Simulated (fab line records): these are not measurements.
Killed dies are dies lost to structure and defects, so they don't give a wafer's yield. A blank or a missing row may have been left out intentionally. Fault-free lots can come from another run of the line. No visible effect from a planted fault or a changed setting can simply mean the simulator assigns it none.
A lot that was struck, set against a sound lot | flow rit_cmos | 16 out of 202 route steps
Sound: these wafers, L981.2, L981.4, L981.6. The struck wafers were L990.3, L990.4, L990.6. The cause comes at the end.
At each step with rows: each side's tool, then ch and its chambers, then its first start. Under that, the readings that differ: sound wafers | struck wafers | difference of the means | sigmas: that difference in standard deviations of wafers without a fault.
alike: readings with means less than 2 such deviations apart, plus words and numbers identical on both sides. not compared: withheld readings, readings lacking a value on some wafer, bounds such as >300 that could conceal the same value, and numbers that have no deviation in the record and whose values overlap.
The two part at a step that has a row with sigmas, a row that says differs or no value, or rows on one side only. Numbers that don't overlap but have no deviation are shown without sigmas and don't part them. A reading that every wafer of one side lacks parts them only if that side has two wafers or more.

first, 2 steps without rows for these wafers: RIT_NRETRO_HARDBAKE_07 (time 120 s); RIT_NRETRO_IMPLANT_08.
RIT_NRETRO_STRIP_09: strips in O2, time 180 s.
  sound on plasma_asher-02 ch 0,1, day 3 10:10; struck on plasma_asher-03 ch 0,1, day 5 07:54
  alike: drypump_motor_current_A, rf_refl_power_W
  not compared: rf_hours_counter_h
RIT_NRETRO_TW_MEAS_10:
  sound on film_metro-03 at day 3 10:21; struck on film_metro-04 at day 5 08:02
  alike: NRETRO_TW
then, 6 steps without rows for these wafers: RIT_PRETRO_HMDS_00 (prime time 60 s); RIT_PRETRO_COAT_01 (resist thk 1300 nm); RIT_PRETRO_SOFTBAKE_02 (time 60 s); RIT_PRETRO_EXPOSE_03 (exposes mask M5, target cd 43700 nm); RIT_PRETRO_PEB_04; RIT_PRETRO_DEVELOP_05 (develop time 68 s).
RIT_PRETRO_OVL_MEAS_06:
  sound on overlay-02 at day 3 11:17; struck on overlay-02 at day 5 09:05
  alike: PRETRO_OVL
then, 1 step without rows for these wafers: RIT_PRETRO_HARDBAKE_07 (time 120 s).
RIT_PRETRO_IMPLANT_08:
  sound on implanter-01 ch 0, day 3 11:35; struck on implanter-01 ch 0, day 5 09:26
  reading            | sound                            | struck                      | difference | sigmas
  dose_ions_cm2      | 1.1998e+13 1.1994e+13 1.1997e+13 | 1.199e+12 1.202e+12 1.2e+12 | -1.080e+13 | -99 or more
  faraday_current_uA | 38.1 39.3 38.2                   | 3.7 3.8 3.9                 | -34.7      | -48
RIT_PRETRO_STRIP_09: strips in O2, time 180 s.
  sound on plasma_asher-01 ch 0, day 3 11:43; struck on plasma_asher-02 ch 0,1, day 5 09:36
  alike: drypump_motor_current_A, rf_refl_power_W
  not compared: rf_hours_counter_h
RIT_PRETRO_TW_MEAS_10:
  sound on film_metro-02 at day 3 11:54; struck on film_metro-04 at day 5 09:58
  reading   | sound       | struck      | difference | sigmas
  PRETRO_TW | 485 482 482 | 233 233 234 | -250       | -48
  not compared: hold
RIT_M1_PROBE_99:
  sound wafers here have rows in the record (prober-01, day 4 17:33); struck ones have none

## WHERE THEY PART
At RIT_PRETRO_IMPLANT_08 first; at RIT_M1_PROBE_99 last (within this record only).

WHY: whatever the simulator had introduced
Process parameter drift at RIT_PRETRO_IMPLANT_08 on implanter-01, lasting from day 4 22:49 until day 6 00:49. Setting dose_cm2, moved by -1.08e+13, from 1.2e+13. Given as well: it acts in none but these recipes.
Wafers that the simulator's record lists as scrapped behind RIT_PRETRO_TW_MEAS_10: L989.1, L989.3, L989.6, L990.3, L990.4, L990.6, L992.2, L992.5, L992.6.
